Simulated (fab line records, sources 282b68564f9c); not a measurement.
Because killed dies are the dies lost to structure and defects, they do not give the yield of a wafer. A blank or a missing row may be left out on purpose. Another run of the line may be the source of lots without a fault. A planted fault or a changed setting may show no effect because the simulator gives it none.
8D (eight disciplines) problem report, filled in by code	flow rit-cmos	the parts of the form that need people (team, actions taken, sign-off) are left out

## 1. THE PROBLEM
run-length-s at RIT_NWELL_STRIP_09 reads a mean of 72.4 s on 3 wafers of 1 lot; wafers without a fault read 208.2 s with a standard deviation of 0.36. So: -99 or more standard deviations from the usual mean.
The step: strips in O2, time 180 s.
Earliest sighting: wafer L184.2 on plasma-asher-03 at day 3 03:19. The record has a number at this step for 39 wafers belonging to 13 lots. The rule behind "out" and "out of limits": a value lying over 4 standard deviations away from the usual mean. The other wafers with a number count as sound.

## 2. WHAT IT IS, WHAT IT ISN'T
question	is	is not
which readings at this step	run-length-s	drypump-motor-current-A
which lots	L184	L179, L180, L181, L183, L187, L190, L192, L194, L195, L196, L199, L201
which wafers of those lots	all that have a number	-
read on which tools	plasma-asher-03	plasma-asher-02, plasma-asher-04
when	from day 3 03:19	up to then (12 sound wafers); but 24 sound wafers of L187, L190, L192, L194, L195, L196, L199, L201 came after

## 3. THE SUSPECTS, EACH WITH WHAT RULES IT OUT
Counting: any tool at a process step up to the reading is kept as a suspect provided that every lot that is out went through it and no sound lot did after the first of them.
- plasma-asher-03 at RIT_NWELL_STRIP_09 (strips in O2, time 180 s): ruled out as a lasting fault. The sound lots L196, L199 went through it after L184, its earliest lot that is out (day 3 03:19).
Left after counting: nothing in the record.

## 4. THE CAUSE (what the simulator had put in)
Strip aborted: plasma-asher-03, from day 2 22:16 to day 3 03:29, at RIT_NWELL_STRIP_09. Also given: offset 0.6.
Counting ruled it out, wrongly.

## 5. THE CHAIN OF EFFECTS, in route order
Each row: a reading whose mean over the struck wafers that have a number lies more than 3 standard deviations from the usual. Only readings for which the record gives a usual standard deviation are gone through. hours: the time from each lot's start at the first step in this table that gives one to its start at this step, as a median over the lots. sigmas: the change in usual standard deviations.
hours	step	reading	usual	on struck wafers	change	sigmas
0	RIT_NWELL_STRIP_09	run-length-s	208.2 s	72.4	-135.8	-99 or more
Process steps it contains:
- RIT_NWELL_STRIP_09: strips in O2, time 180 s.
Later steps that measure or inspect, where all struck wafers having a row at the step show a number for every such reading and not one has moved that far: RIT_PWELL_TW_MEAS_10.

## 6. HOW IT WOULD HAVE BEEN CAUGHT EARLIER
First out-of-limits reading in this record: day 3 03:19, which is 5 hours after fault onset at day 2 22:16.
